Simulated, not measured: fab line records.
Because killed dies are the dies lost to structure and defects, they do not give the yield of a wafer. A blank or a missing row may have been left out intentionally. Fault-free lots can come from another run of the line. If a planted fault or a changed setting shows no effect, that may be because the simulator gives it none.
fab line records / flow rit-cmos
[record] lots = 15 wafers = 45 last-day = 7
route steps=202 shown M1@191
lots untouched by any fault: they come from a run of this same line in which no faults occurred
start-h: the number of hours between the record's first day and the start of the first shown wafer of the lot / wait-h: time in hours since the lot's previous step / " as in the row above / L1.1+2: a row that stands for several wafers / - no value, or no start given / * or withheld: withheld / < > ~ a bound
route shown NAME@n: names a module that has steps shown in the file, with the first one's number in the route / usual: mean and standard deviation over wafers with no fault / same: alike in all rows / chamber/n: place in a boat / sites: readings site by site / _std_site: standard deviation across them / _edge_site: mean of outer sites minus mean of inner sites / radius-mm: for every site, how far away it sits from the centre of the wafer / mask NAME#n: copy n / behind: the tool/chamber that last shaped the wafer / hold: why the lot went on hold/how many hours it stayed there/how the hold came to an end / device: whichever transistor did not switch (one of n, p or np) / end of line: the tests these same wafers got at the end of their route / where a step has no rows: the recipe by itself / killed: dies lost to structure and defects at the first sort, not the wafer's yield / map: a wafer's dies, x killed, . not, _ none there
set.NAME: setting as actually run; set.NAME@STEP: the setting as run at that earlier step / model.NAME: the simulator's own value behind a step, which no gauge read
the route's steps for a sample of lots (tables are steps, rows are wafers)
[[steps]]
[step RIT_M1_PEB_07]
[recipe] resist = NOVOLAK temp-c = withheld time-s = withheld
[usual] chill-plate-temp-C = * exhaust-pa = 45.0/0.93
lot.wafer=L727.2 tool=litho-track-04 chamber=0 start-h=60.17 wait-h=0.1 chill-plate-temp-C=* exhaust-pa=46.4
lot.wafer=L727.5 tool=litho-track-04 chamber=0 start-h=60.17 wait-h=0.1 chill-plate-temp-C=* exhaust-pa=46.3
lot.wafer=L727.6 tool=litho-track-04 chamber=0 start-h=60.17 wait-h=0.1 chill-plate-temp-C=* exhaust-pa=45.4
lot.wafer=L729.2 tool=litho-track-03 chamber=0 start-h=69.28 wait-h=0.1 chill-plate-temp-C=* exhaust-pa=44.9
lot.wafer=L729.4 tool=litho-track-03 chamber=0 start-h=69.28 wait-h=0.1 chill-plate-temp-C=* exhaust-pa=43.9
lot.wafer=L729.5 tool=litho-track-03 chamber=0 start-h=69.28 wait-h=0.1 chill-plate-temp-C=* exhaust-pa=45.8
lot.wafer=L731.1 tool=litho-track-04 chamber=0 start-h=79.99 wait-h=0.1 chill-plate-temp-C=* exhaust-pa=44.6
lot.wafer=L731.4 tool=litho-track-04 chamber=0 start-h=79.99 wait-h=0.1 chill-plate-temp-C=* exhaust-pa=44.5
lot.wafer=L731.6 tool=litho-track-04 chamber=0 start-h=79.99 wait-h=0.1 chill-plate-temp-C=* exhaust-pa=44.6
lot.wafer=L732.1 tool=litho-track-03 chamber=0 start-h=85.24 wait-h=0.1 chill-plate-temp-C=* exhaust-pa=45.7
lot.wafer=L732.3 tool=litho-track-03 chamber=0 start-h=85.24 wait-h=0.1 chill-plate-temp-C=* exhaust-pa=45.7
lot.wafer=L732.6 tool=litho-track-03 chamber=0 start-h=85.24 wait-h=0.1 chill-plate-temp-C=* exhaust-pa=45.9
lot.wafer=L734.2 tool=litho-track-03 chamber=- start-h=93.86 wait-h=0.1 chill-plate-temp-C=- exhaust-pa=-
lot.wafer=L734.5 tool=litho-track-03 chamber=- start-h=93.86 wait-h=0.1 chill-plate-temp-C=- exhaust-pa=-
lot.wafer=L734.6 tool=litho-track-03 chamber=- start-h=93.86 wait-h=0.1 chill-plate-temp-C=- exhaust-pa=-
lot.wafer=L735.1 tool=litho-track-04 chamber=- start-h=100.11 wait-h=0.1 chill-plate-temp-C=- exhaust-pa=-
lot.wafer=L735.3 tool=litho-track-04 chamber=- start-h=100.11 wait-h=0.1 chill-plate-temp-C=- exhaust-pa=-
lot.wafer=L735.6 tool=litho-track-04 chamber=- start-h=100.11 wait-h=0.1 chill-plate-temp-C=- exhaust-pa=-
lot.wafer=L736.1 tool=litho-track-04 chamber=- start-h=106.96 wait-h=0.2 chill-plate-temp-C=- exhaust-pa=-
lot.wafer=L736.2 tool=litho-track-04 chamber=- start-h=106.96 wait-h=0.2 chill-plate-temp-C=- exhaust-pa=-
lot.wafer=L736.3 tool=litho-track-04 chamber=- start-h=106.96 wait-h=0.2 chill-plate-temp-C=- exhaust-pa=-
lot.wafer=L737.3 tool=litho-track-01 chamber=0 start-h=109.37 wait-h=0.1 chill-plate-temp-C=* exhaust-pa=46.6
lot.wafer=L737.4 tool=litho-track-01 chamber=0 start-h=109.37 wait-h=0.1 chill-plate-temp-C=* exhaust-pa=43.9
lot.wafer=L737.5 tool=litho-track-01 chamber=0 start-h=109.37 wait-h=0.1 chill-plate-temp-C=* exhaust-pa=45.6
lot.wafer=L742.1 tool=litho-track-04 chamber=0 start-h=133.39 wait-h=0.1 chill-plate-temp-C=* exhaust-pa=45.0
lot.wafer=L742.2 tool=litho-track-04 chamber=0 start-h=133.39 wait-h=0.1 chill-plate-temp-C=* exhaust-pa=43.3
lot.wafer=L742.6 tool=litho-track-04 chamber=0 start-h=133.39 wait-h=0.1 chill-plate-temp-C=* exhaust-pa=43.9
lot.wafer=L743.1 tool=litho-track-04 chamber=0 start-h=135.84 wait-h=0.1 chill-plate-temp-C=* exhaust-pa=45.2
lot.wafer=L743.3 tool=litho-track-04 chamber=0 start-h=135.84 wait-h=0.1 chill-plate-temp-C=* exhaust-pa=44.8
lot.wafer=L743.6 tool=litho-track-04 chamber=0 start-h=135.84 wait-h=0.1 chill-plate-temp-C=* exhaust-pa=45.2
lot.wafer=L745.1 tool=litho-track-04 chamber=0 start-h=148.43 wait-h=0.1 chill-plate-temp-C=* exhaust-pa=43.5
lot.wafer=L745.4 tool=litho-track-04 chamber=0 start-h=148.43 wait-h=0.1 chill-plate-temp-C=* exhaust-pa=45.0
lot.wafer=L745.6 tool=litho-track-04 chamber=0 start-h=148.43 wait-h=0.1 chill-plate-temp-C=* exhaust-pa=44.1
lot.wafer=L746.2 tool=litho-track-01 chamber=0 start-h=150.78 wait-h=0.1 chill-plate-temp-C=* exhaust-pa=45.2
lot.wafer=L746.4 tool=litho-track-01 chamber=0 start-h=150.78 wait-h=0.1 chill-plate-temp-C=* exhaust-pa=44.3
lot.wafer=L746.6 tool=litho-track-01 chamber=0 start-h=150.78 wait-h=0.1 chill-plate-temp-C=* exhaust-pa=44.8
lot.wafer=L747.1 tool=litho-track-03 chamber=0 start-h=155.58 wait-h=0.1 chill-plate-temp-C=* exhaust-pa=45.0
lot.wafer=L747.2 tool=litho-track-03 chamber=0 start-h=155.58 wait-h=0.1 chill-plate-temp-C=* exhaust-pa=45.9
lot.wafer=L747.5 tool=litho-track-03 chamber=0 start-h=155.58 wait-h=0.1 chill-plate-temp-C=* exhaust-pa=44.5
lot.wafer=L749.2 tool=litho-track-03 chamber=0 start-h=168.86 wait-h=0.1 chill-plate-temp-C=* exhaust-pa=44.5
lot.wafer=L749.4 tool=litho-track-03 chamber=0 start-h=168.86 wait-h=0.1 chill-plate-temp-C=* exhaust-pa=45.6
lot.wafer=L749.6 tool=litho-track-03 chamber=0 start-h=168.86 wait-h=0.1 chill-plate-temp-C=* exhaust-pa=43.8
lot.wafer=L750.1 tool=litho-track-04 chamber=0 start-h=170.28 wait-h=0.1 chill-plate-temp-C=* exhaust-pa=44.7
lot.wafer=L750.4 tool=litho-track-04 chamber=0 start-h=170.28 wait-h=0.1 chill-plate-temp-C=* exhaust-pa=44.8
lot.wafer=L750.5 tool=litho-track-04 chamber=0 start-h=170.28 wait-h=0.1 chill-plate-temp-C=* exhaust-pa=44.1
[[key]]
[first-sign] step = RIT_M1_PEB_07 reading = tool-record direction = missing
effect none on later readings
met-at RIT_M1_PEB_07
struck-lots L734,L735,L736
sort-left-out L734.2,L734.5,L734.6,L735.1,L735.3,L735.6,L736.1,L736.2,L736.3
onset-between 85.24 93.86
[fault] kind = skipped-step-whole tool = litho-track-03,litho-track-04 chamber = - onset-h = 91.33 steps = RIT_M1_PEB_07 scope = struck-lots-only
// sort-left-out: the simulated sort isn't trusted on such a fault, so these wafers' sort isn't shown, and their yield isn't known
